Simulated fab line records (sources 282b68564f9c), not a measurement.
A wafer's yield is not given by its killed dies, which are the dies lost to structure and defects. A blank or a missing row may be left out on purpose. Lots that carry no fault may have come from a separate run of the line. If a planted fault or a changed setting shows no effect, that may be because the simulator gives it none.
fab line records | flow rit-cmos
record lots=6 | wafers=18 | last-day=8
route steps=202 shown NWELL@38 PWELL@39 WELLDRIVE@50 NRETRO@53 M1@202
lots untouched by any fault: they come from a run of this same line in which no faults occurred
start-h: the number of hours between the record's first day and the start of the first shown wafer of the lot | wait-h: how many hours have passed since the lot's step before this one | " unchanged from the row above | L1.1+2: several wafers, shown together as one row | - either no value or no given start | * or withheld: withheld | < > ~ a bound
route shown NAME@n: NAME is a module with steps in the file, n the number in the route of the first one | usual: the fault-free wafers' mean and standard deviation | same: alike in all rows | chamber/n: place in a boat | sites: per-site readings | _std_site: how widely they spread, as a standard deviation | _edge_site: mean of outer sites minus mean of inner sites | radius-mm: for every site, how far away it sits from the centre of the wafer | mask NAME#n: copy n | behind: the tool/chamber that last shaped the wafer | hold: cause of the lot's hold/its duration in hours/its outcome | device: the transistor (n, p or np) that didn't switch | end of line: the same wafers' tests at the end of the route | where a step has no rows: the recipe by itself | killed: dies that structure and defects cost at the first sort, which is not the same as the wafer's yield | map: a wafer's dies, x killed, . not, _ none there
set.NAME: the run value of the setting; set.NAME@STEP: its run value at that earlier step | model.NAME: the simulator's own value behind a step, which no gauge read
certain route steps with their lots: each step a table, each wafer a row
services: the hour from which a tool's chamber was out of use, counted from the record's first day as start-h (under 0 if before that day), plus the number of hours and why
## steps
# step RIT_NWELL_TW_MEAS_10
# usual NWELL_TW=2121/16
lot.wafer | tool          | chamber | start-h | wait-h | NWELL_TW
L339.2    | film-metro-04 | -       | 52.65   | 0.1    | 2129
L339.3    | "             | -       | "       | "      | 2138
L339.6    | "             | -       | "       | "      | 2135
L340.3    | film-metro-03 | -       | 57.55   | 0.1    | 2110
L340.4    | "             | -       | "       | "      | 2107
L340.6    | "             | -       | "       | "      | 2102
L349.1    | film-metro-04 | -       | 105.93  | 0.1    | 2133
L349.3    | "             | -       | "       | "      | 2131
L349.4    | "             | -       | "       | "      | 2136
L350.2    | film-metro-03 | -       | 108.38  | 0.1    | 2099
L350.4    | "             | -       | "       | "      | 2110
L350.5    | "             | -       | "       | "      | 2114
L355.2    | film-metro-04 | -       | 136.83  | 0.1    | 2140
L355.3    | "             | -       | "       | "      | 2155
L355.5    | "             | -       | "       | "      | 2147
L356.3    | film-metro-03 | -       | 145.62  | 0.1    | 2108
L356.4    | "             | -       | "       | "      | 2105
L356.6    | "             | -       | "       | "      | 2105
# step RIT_PWELL_HMDS_00
# recipe prime-time-s=60 | prime-temp-c=140
# step RIT_PWELL_COAT_01
# recipe resist=NOVOLAK | spin-rpm=2000 | resist-thk-nm=1300
# step RIT_PWELL_SOFTBAKE_02
# recipe resist=NOVOLAK | temp-c=90 | time-s=60
# step RIT_PWELL_EXPOSE_03
# recipe mask-id=M3 | na=0.57 | target-cd-nm=43700 | dose-mj=250
# step RIT_PWELL_PEB_04
# recipe resist=NOVOLAK | temp-c=withheld | time-s=withheld
# step RIT_PWELL_DEVELOP_05
# recipe resist=NOVOLAK | develop-time-s=70.14 | dev-temp-c=23
# step RIT_PWELL_OVL_MEAS_06
# usual PWELL_OVL=-0.3/1.5
lot.wafer | tool       | chamber | start-h | wait-h | PWELL_OVL[nm]
L339.2    | overlay-02 | -       | 53.71   | -      | 1.0
L339.3    | "          | -       | "       | "      | -0.2
L339.6    | "          | -       | "       | "      | 0.4
L340.3    | overlay-02 | -       | 58.60   | -      | -0.1
L340.4    | "          | -       | "       | "      | -0.3
L340.6    | "          | -       | "       | "      | -0.5
L349.1    | overlay-02 | -       | 107.00  | -      | 0.5
L349.3    | "          | -       | "       | "      | -0.1
L349.4    | "          | -       | "       | "      | 0.9
L350.2    | overlay-01 | -       | 109.65  | -      | -0.9
L350.4    | "          | -       | "       | "      | 0.3
L350.5    | "          | -       | "       | "      | -1.4
L355.2    | overlay-02 | -       | 137.89  | -      | 2.0
L355.3    | "          | -       | "       | "      | 3.3
L355.5    | "          | -       | "       | "      | 0.5
L356.3    | overlay-01 | -       | 146.67  | -      | -1.5
L356.4    | "          | -       | "       | "      | -2.0
L356.6    | "          | -       | "       | "      | -1.3
# step RIT_PWELL_HARDBAKE_07
# recipe resist=NOVOLAK | temp-c=140 | time-s=120
# step RIT_PWELL_IMPLANT_08
# recipe species=B | energy-kev=170 | dose-cm2=7e+13 | tilt-deg=7
# step RIT_PWELL_STRIP_09
# recipe chemistry=O2 | time-s=180 | resist=NOVOLAK | platen-temp-c=withheld | power-w=500 | pressure-mtorr=4000 | o2-flow-sccm=4000
# usual drypump-motor-current-A=5.7/0.56
lot.wafer | tool            | chamber | start-h | wait-h | drypump-motor-current-A | rf-hours-counter-h
L339.2    | plasma-asher-01 | 1       | 54.14   | 0.1    | 5.8                     | 27
L339.3    | "               | 0       | "       | "      | 5.1                     | -
L339.6    | "               | 1       | "       | "      | 5.7                     | -
L340.3    | plasma-asher-04 | 1       | 59.09   | 0.1    | 5.6                     | -
L340.4    | "               | 0       | "       | "      | 5.9                     | -
L340.6    | "               | 1       | "       | "      | 5.6                     | -
L349.1    | plasma-asher-02 | 0       | 107.43  | 0.1    | 5.1                     | 48
L349.3    | "               | 1       | "       | "      | 6.6                     | -
L349.4    | "               | 0       | "       | "      | 5.1                     | -
L350.2    | plasma-asher-04 | 1       | 110.08  | 0.1    | 5.7                     | 47
L350.4    | "               | 1       | "       | "      | 5.7                     | -
L350.5    | "               | 0       | "       | "      | 5.9                     | -
L355.2    | plasma-asher-02 | 1       | 138.32  | 0.1    | 6.6                     | 1
L355.3    | "               | 0       | "       | "      | 5.1                     | -
L355.5    | "               | 1       | "       | "      | 6.6                     | -
L356.3    | plasma-asher-02 | 1       | 147.24  | 0.1    | 6.6                     | -
L356.4    | "               | 0       | "       | "      | 5.1                     | -
L356.6    | "               | 1       | "       | "      | 6.6                     | -
# step RIT_PWELL_TW_MEAS_10
# usual PWELL_TW=941/6.6
lot.wafer | tool          | chamber | start-h | wait-h | PWELL_TW
L339.2    | film-metro-03 | -       | 54.32   | 0.1    | 934
L339.3    | "             | -       | "       | "      | 933
L339.6    | "             | -       | "       | "      | 935
L340.3    | film-metro-04 | -       | 59.22   | 0.1    | 947
L340.4    | "             | -       | "       | "      | 949
L340.6    | "             | -       | "       | "      | 940
L349.1    | film-metro-03 | -       | 107.61  | 0.1    | 936
L349.3    | "             | -       | "       | "      | 933
L349.4    | "             | -       | "       | "      | 935
L350.2    | film-metro-01 | -       | 110.26  | 0.1    | 943
L350.4    | "             | -       | "       | "      | 944
L350.5    | "             | -       | "       | "      | 943
L355.2    | film-metro-01 | -       | 138.51  | 0.1    | 945
L355.3    | "             | -       | "       | "      | 939
L355.5    | "             | -       | "       | "      | 946
L356.3    | film-metro-04 | -       | 147.37  | 0.1    | 952
L356.4    | "             | -       | "       | "      | 954
L356.6    | "             | -       | "       | "      | 950
# step RIT_WELLDRIVE_ANNEAL_00
# recipe temp-c=1100 | time-s=14700 | ambient=N2
# usual spike-tc-centre-C=1102.8/1.3 | zone-power-centre-pct=45/6.3 | zone-power-load-pct=38.3/0.84
lot.wafer | tool       | chamber | start-h | wait-h | spike-tc-centre-C | zone-power-centre-pct | zone-power-load-pct
L339.2    | furnace-01 | 0       | 55.09   | 0.8    | 1105.0            | 47                    | 39.0
L339.3    | "          | 0       | "       | "      | 1103.4            | 47                    | 38.4
L339.6    | "          | 0       | "       | "      | 1104.8            | 48                    | 39.0
L340.3    | furnace-01 | 0       | 60.18   | 0.9    | 1103.2            | 48                    | 38.2
L340.4    | "          | 0       | "       | "      | 1102.5            | 48                    | 38.6
L340.6    | "          | 0       | "       | "      | 1103.3            | 47                    | 38.1
L349.1    | furnace-01 | 0       | 107.68  | 0.1    | 1069.2            | 31                    | 41.4
L349.3    | "          | 0       | "       | "      | 1068.7            | 31                    | 41.0
L349.4    | "          | 0       | "       | "      | 1067.0            | 31                    | 41.1
L350.2    | furnace-01 | 0       | 112.76  | 2.5    | 1069.8            | 31                    | 42.6
L350.4    | "          | 0       | "       | "      | 1067.4            | 31                    | 41.6
L350.5    | "          | 0       | "       | "      | 1068.5            | 31                    | 41.6
L355.2    | furnace-04 | 0       | 139.78  | 1.3    | 1101.9            | 56                    | 39.8
L355.3    | "          | 0       | "       | "      | 1100.4            | 55                    | 39.3
L355.5    | "          | 0       | "       | "      | 1101.4            | 57                    | 39.9
L356.3    | furnace-03 | 0       | 147.41  | 0.0    | 1101.0            | 39                    | 37.8
L356.4    | "          | 0       | "       | "      | 1103.9            | 39                    | 37.6
L356.6    | "          | 0       | "       | "      | 1103.2            | 39                    | 37.7
# step RIT_WELLDRIVE_RS_MEAS_01
# recipe thk-meas-gauge=four-point-probe
# usual NWELL_RS=275.5/0.66
lot.wafer | tool          | chamber | start-h | wait-h | NWELL_RS[ohm/sq]
L339.2    | film-metro-03 | -       | 60.20   | 0.0    | 275.6
L339.3    | "             | -       | "       | "      | 275.1
L339.6    | "             | -       | "       | "      | 277.0
L340.3    | film-metro-03 | -       | 65.30   | 0.0    | 275.8
L340.4    | "             | -       | "       | "      | 276.5
L340.6    | "             | -       | "       | "      | 276.3
L349.1    | film-metro-04 | -       | 112.76  | 0.0    | 296.6
L349.3    | "             | -       | "       | "      | 302.3
L349.4    | "             | -       | "       | "      | 300.6
L350.2    | film-metro-03 | -       | 117.87  | 0.0    | 290.2
L350.4    | "             | -       | "       | "      | 282.9
L350.5    | "             | -       | "       | "      | 280.3
L355.2    | film-metro-03 | -       | 144.89  | 0.0    | 274.5
L355.3    | "             | -       | "       | "      | 274.9
L355.5    | "             | -       | "       | "      | 274.7
L356.3    | film-metro-01 | -       | 152.54  | 0.0    | 277.4
L356.4    | "             | -       | "       | "      | 276.5
L356.6    | "             | -       | "       | "      | 276.9
# step RIT_WELLDRIVE_RS_MEAS_02
# recipe thk-meas-gauge=four-point-probe
# usual PWELL_RS=429.8/1.2
lot.wafer | tool          | chamber | start-h | wait-h | PWELL_RS[ohm/sq]
L339.2    | film-metro-03 | -       | 60.32   | 0.1    | 429.4
L339.3    | "             | -       | "       | "      | 429.2
L339.6    | "             | -       | "       | "      | 430.1
L340.3    | film-metro-03 | -       | 65.42   | 0.1    | 431.2
L340.4    | "             | -       | "       | "      | 432.1
L340.6    | "             | -       | "       | "      | 431.4
L349.1    | film-metro-04 | -       | 112.88  | 0.1    | 452.0
L349.3    | "             | -       | "       | "      | 455.9
L349.4    | "             | -       | "       | "      | 456.0
L350.2    | film-metro-03 | -       | 117.99  | 0.1    | 442.5
L350.4    | "             | -       | "       | "      | 436.5
L350.5    | "             | -       | "       | "      | 434.1
L355.2    | film-metro-03 | -       | 145.01  | 0.1    | 430.3
L355.3    | "             | -       | "       | "      | 429.8
L355.5    | "             | -       | "       | "      | 431.1
L356.3    | film-metro-01 | -       | 152.66  | 0.1    | 429.9
L356.4    | "             | -       | "       | "      | 429.1
L356.6    | "             | -       | "       | "      | 428.8
# step RIT_NRETRO_HMDS_00
# recipe prime-time-s=60 | prime-temp-c=140
# step RIT_M1_PROBE_99
# usual killed-at-contacts=0.0/0.2 | killed-at-front-end=7.0/2.8 | killed-dies=7.0/2.8 | killed-open=3.4/1.9 | killed-short=3.6/2
# same gross-dies=264 | killed_at_M0_to_M3=0 | killed_at_M4_up=0 | killed-at-back-side=0 | killed-at-other=0
lot.wafer | tool      | chamber | start-h | wait-h | killed-at-contacts | killed-at-front-end | killed-dies | killed-open | killed-short | model.etest.pmos_0p3.r-on-ohm-um | model.etest.nwell-pinched.rs-ohm-sq | model.etest.pwell-pinched.rs-ohm-sq | model.etest.pwell.rs-ohm-sq | model.etest.pmos_0p15.drive-ua-um | model.etest.pmos-turned.drive-ua-um | model.etest.pmos-narrow.drive-ua-um | model.etest.pmos_0p3.drive-ua-um
L339.2    | prober-02 | -       | 92.23   | 0.1    | 0                  | 3                   | 3           | 1           | 2            | 6337                             | 337.7                               | 466.3                               | 423.1                       | 258.6                             | 193.1                               | 99.87                               | 100
L339.3    | prober-02 | -       | 92.28   | 0.2    | 0                  | 4                   | 4           | 4           | 0            | 6439                             | 335.3                               | 464                                 | 423.2                       | 247.3                             | 184.1                               | 99.07                               | 99.39
L339.6    | prober-02 | -       | 92.43   | 0.2    | 0                  | 9                   | 9           | 2           | 7            | 6292                             | 336.8                               | 462.5                               | 423.3                       | 257.6                             | 191.5                               | 101                                 | 101.6
L340.3    | prober-01 | -       | 103.06  | 0.2    | 0                  | 2                   | 2           | 2           | 0            | 6571                             | 336.8                               | 462.6                               | 422.4                       | 241.2                             | 181.6                               | 93.88                               | 94.5
L340.4    | prober-01 | -       | 103.11  | 0.2    | 1                  | 7                   | 8           | 4           | 4            | 6546                             | 342.6                               | 464.3                               | 419                         | 246                               | 186.6                               | 93.85                               | 94.51
L340.6    | prober-01 | -       | 103.21  | 0.2    | 0                  | 1                   | 1           | 0           | 1            | 6489                             | 339.8                               | 461.9                               | 417.1                       | 246.8                             | 187.1                               | 95.73                               | 96.6
L349.1    | prober-02 | -       | 154.89  | 0.1    | 0                  | 7                   | 7           | 4           | 3            | 6528                             | 386.8                               | 481                                 | 430.4                       | 240.7                             | 177.3                               | 95.97                               | 96.03
L349.3    | prober-02 | -       | 154.99  | 0.2    | 0                  | 6                   | 6           | 2           | 4            | 6555                             | 399.7                               | 501                                 | 438.4                       | 238.3                             | 176.5                               | 95.52                               | 94.66
L349.4    | prober-02 | -       | 155.04  | 0.2    | 0                  | 13                  | 13          | 7           | 6            | 6645                             | 395.2                               | 498.1                               | 439.3                       | 239.9                             | 177.4                               | 93.22                               | 93.12
L350.2    | prober-01 | -       | 159.49  | 0.1    | 0                  | 7                   | 7           | 4           | 3            | 6493                             | 365.3                               | 475.1                               | 425.9                       | 242.5                             | 184.8                               | 96.73                               | 94.77
L350.4    | prober-01 | -       | 159.59  | 0.2    | 0                  | 2                   | 2           | 2           | 0            | 6395                             | 356.2                               | 468.3                               | 421                         | 251.9                             | 191.8                               | 100.7                               | 97.66
L350.5    | prober-01 | -       | 159.64  | 0.2    | 0                  | 5                   | 5           | 2           | 3            | 6451                             | 347.5                               | 468.4                               | 420.2                       | 248                               | 187.8                               | 99.58                               | 96.69
L355.2    | prober-01 | -       | 179.28  | 0.1    | 0                  | 5                   | 5           | 3           | 2            | 6131                             | 335.9                               | 459.9                               | 412.4                       | 268.6                             | 196.9                               | 106.2                               | 104.7
L355.3    | prober-01 | -       | 179.33  | 0.2    | 0                  | 9                   | 9           | 2           | 7            | 6284                             | 339.8                               | 461.1                               | 412.3                       | 255                               | 188.7                               | 102.3                               | 101.9
L355.5    | prober-01 | -       | 179.43  | 0.2    | 0                  | 8                   | 8           | 5           | 3            | 6436                             | 336.9                               | 470.6                               | 422.9                       | 249.9                             | 186.6                               | 99.78                               | 98.26
L356.3    | prober-01 | -       | 184.78  | 0.2    | 0                  | 5                   | 5           | 0           | 5            | 6182                             | 347.1                               | 471.3                               | 415.8                       | 255.9                             | 198.6                               | 103.9                               | 103
L356.4    | prober-01 | -       | 184.83  | 0.2    | 0                  | 3                   | 3           | 1           | 2            | 6206                             | 337.9                               | 464.8                               | 418.4                       | 260                               | 202.8                               | 103.8                               | 102.2
L356.6    | prober-01 | -       | 184.93  | 0.2    | 0                  | 4                   | 4           | 2           | 2            | 6219                             | 343.8                               | 466.2                               | 415.6                       | 256.8                             | 200.2                               | 103.5                               | 102
# killed by level:class
L339.2 GATE:geometric-particle:short=2 FOX2:geometric-particle:open=1
L339.3 GATE:geometric-particle:open=2 REOX:geometric-particle:open=1 SPACER:geometric-particle:open=1
L339.6 SPACER:geometric-particle:open=2 FOX2:geometric-particle:short=2 GATE:geometric-particle:short=2 SILICIDE:geometric-particle:short=2 REOX:geometric-particle:short=1
L340.3 REOX:geometric-particle:open=1 SILICIDE:geometric-particle:open=1
L340.4 GATE:geometric-particle:short=2 FOX1:geometric-particle:short=1 GATE:geometric-particle:open=1 REOX:geometric-particle:open=1 SPACER:geometric-particle:open=1 SILICIDE:geometric-particle:open=1 CONTACT:geometric-particle:short=1
L340.6 FOX1:geometric-particle:short=1
L349.1 SILICIDE:geometric-particle:short=2 FOX1:geometric-particle:open=1 FOX1:geometric-particle:short=1 GATE:geometric-particle:open=1 REOX:geometric-particle:open=1 SPACER:geometric-particle:open=1
L349.3 FOX2:geometric-particle:short=2 FOX1:geometric-particle:short=1 FOX2:geometric-particle:open=1 GATE:geometric-particle:short=1 SPACER:geometric-particle:open=1
L349.4 SILICIDE:geometric-particle:short=3 FOX1:geometric-particle:open=2 GATE:geometric-particle:open=2 SPACER:geometric-particle:open=2 FOX2:geometric-particle:open=1 GATE:geometric-particle:short=1 REOX:geometric-particle:short=1 SPACER:geometric-particle:short=1
L350.2 GATE:geometric-particle:open=2 SILICIDE:geometric-particle:short=2 FOX2:geometric-particle:open=1 REOX:geometric-particle:open=1 SPACER:geometric-particle:short=1
L350.4 REOX:geometric-particle:open=1 SPACER:geometric-particle:open=1
L350.5 SPACER:geometric-particle:short=2 GATE:geometric-particle:open=1 GATE:geometric-particle:short=1 SILICIDE:geometric-particle:open=1
L355.2 FOX1:geometric-particle:short=1 GATE:geometric-particle:open=1 REOX:geometric-particle:open=1 SPACER:geometric-particle:open=1 SPACER:geometric-particle:short=1
L355.3 GATE:geometric-particle:short=4 FOX1:geometric-particle:short=2 GATE:geometric-particle:open=2 SPACER:geometric-particle:short=1
L355.5 GATE:geometric-particle:open=3 FOX1:geometric-particle:open=2 GATE:geometric-particle:short=2 SPACER:geometric-particle:short=1
L356.3 FOX1:geometric-particle:short=1 FOX2:geometric-particle:short=1 GATE:geometric-particle:short=1 REOX:geometric-particle:short=1 SILICIDE:geometric-particle:short=1
L356.4 FOX1:geometric-particle:open=1 GATE:geometric-particle:short=1 SPACER:geometric-particle:short=1
L356.6 GATE:geometric-particle:short=1 GATE:geometric-particle:open=1 REOX:geometric-particle:open=1 SPACER:geometric-particle:short=1
## services
tool            | chamber | start-h | hours | kind
furnace-01      | -       | 94.80   | 6.2   | pm
plasma-asher-02 | -       | 108.75  | 9.0   | pm
plasma-asher-02 | 0       | 108.75  | 11.4  | vent-cycle
plasma-asher-02 | 1       | 108.75  | 11.4  | vent-cycle
furnace-03      | -       | 108.96  | 3.6   | pm
plasma-asher-02 | -       | 116.00  | 4.1   | repair
plasma-asher-02 | 0       | 117.75  | -     | clean
plasma-asher-02 | 1       | 117.75  | -     | clean
plasma-asher-01 | -       | 132.24  | 3.4   | repair
## key
first-sign step=RIT_WELLDRIVE_ANNEAL_00 | reading=spike-tc-centre-C | direction=down | sigmas=26 | usual=1102.8 | struck=1068.4
effect step=RIT_WELLDRIVE_ANNEAL_00 | reading=zone-power-load-pct | direction=up | sigmas=3.9 | usual=38.3 | struck=41.6
effect step=RIT_WELLDRIVE_RS_MEAS_01 | reading=NWELL_RS | direction=up | sigmas=25 | usual=275.5 | struck=292.2
effect step=RIT_WELLDRIVE_RS_MEAS_02 | reading=PWELL_RS | direction=up | sigmas=14 | usual=429.8 | struck=446.2
model-effect step=RIT_M1_PROBE_99 | value=etest.pmos_0p3.r-on-ohm-um | without=6359 | struck=6511
met-at RIT_WELLDRIVE_ANNEAL_00
struck-wafers L349.1,L349.3,L349.4,L350.2,L350.4,L350.5
tester-left-out L349,L350
onset-between 60.18 107.68
fault kind=process-parameter-drift | tool=furnace-01 | chamber=- | onset-h=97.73 | steps=RIT_WELLDRIVE_ANNEAL_00 | channel=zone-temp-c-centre | offset=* | shape=step | end-h=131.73
# tester-left-out: of these lots the tester's yield and bins aren't shown, on N5 and GAA mostly nor the transistor test; their killed dies are dies lost to structure and defects alone, not to doping, threshold or leakage, so they don't give the yield
